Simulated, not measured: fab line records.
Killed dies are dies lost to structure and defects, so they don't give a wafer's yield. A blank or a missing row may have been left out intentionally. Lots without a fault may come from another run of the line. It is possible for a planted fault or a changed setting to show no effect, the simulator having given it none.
2 desks, one fault :: flow berkeleyCmos170 :: only its own numbers are on each desk; what lay behind them is given at the end

== THE METROLOGY DESK ==
What the gauges read, lot by lot, whatever tool the lot ran on: means of the sampled wafers that have a number. Marked OUT: a lot whose mean sits more than 4 standard deviations from the usual mean, which makes it out of limits; the brackets give that distance.
Columns: A = cdNm at UCB170_M1_CD_MEAS_09, usual 700.3 nm; B = V1_OVL at UCB170_V1_OVL_MEAS_13, usual 3 nm
lot: L384
first seen here: day 7 11:34
A: 699.8
B: 0

lot: L383
first seen here: day 7 11:48
A: 698.1
B: 8

lot: L385
first seen here: day 7 23:39
A: 699.6
B: -2

lot: L386
first seen here: day 8 03:09
A: 701.2
B: 1

lot: L392
first seen here: day 9 06:37
A: 700.9
B: 3

lot: L391
first seen here: day 9 07:04
A: 699.7
B: 2

lot: L393
first seen here: day 9 07:19
A: 702.7
B: 8

lot: L394
first seen here: day 9 10:29
A: 699.7
B: 2

lot: L395
first seen here: day 9 12:07
A: 698.9
B: 5

lot: L396
first seen here: day 10 00:03
A: 699.8
B: 3

lot: L403
first seen here: day 11 03:13
A: 697.2
B: -0

lot: L404
first seen here: day 11 10:22
A: 704.1
B: 4

lot: L405
first seen here: day 11 12:10
A: 699.1
B: 2
This desk's finding: nothing out of limits on any of the 13 lots.

== FOR THE TOOL OWNER'S DESK: rieDiel-03 ==
The tool's own readings at UCB170_V1_ETCH_14 (etches SiO2 in CHF3/CF4/Ar, stops on Al, target depth 1250 nm, time 291 s): means of the sampled wafers that have a number, for each lot that ran on this tool. Marked OUT: a lot whose mean sits more than 4 standard deviations from the usual mean, which makes it out of limits; the brackets give that distance.
Columns: A = drypumpMotorCurrentA at UCB170_V1_ETCH_14, usual 5.8 A; B = oesProductAu at UCB170_V1_ETCH_14, usual 0.876 a.u.; C = throttleValvePct at UCB170_V1_ETCH_14, usual 6.95 %
lot: L384
first seen here: day 7 18:32
A: 5.8
B: 0.870
C: 6.99

lot: L386
first seen here: day 8 13:37
A: 5.8
B: 0.869
C: 6.99

lot: L393
first seen here: day 9 13:00
A: 5.9
B: 0.878
C: 6.99

lot: L395
first seen here: day 9 18:14
A: 5.4
B: 0.874
C: 6.94

lot: L403
first seen here: day 11 18:09
A: 5.8
B: 0.884
C: 6.99
This desk's finding: nothing out of limits on any of the 5 lots.

== ALL TOGETHER ==
From the metrology desk's view, nothing was out of limits.
The tool owner's desk saw nothing out of limits.

== WHAT THE SIMULATOR HAD PUT IN ==
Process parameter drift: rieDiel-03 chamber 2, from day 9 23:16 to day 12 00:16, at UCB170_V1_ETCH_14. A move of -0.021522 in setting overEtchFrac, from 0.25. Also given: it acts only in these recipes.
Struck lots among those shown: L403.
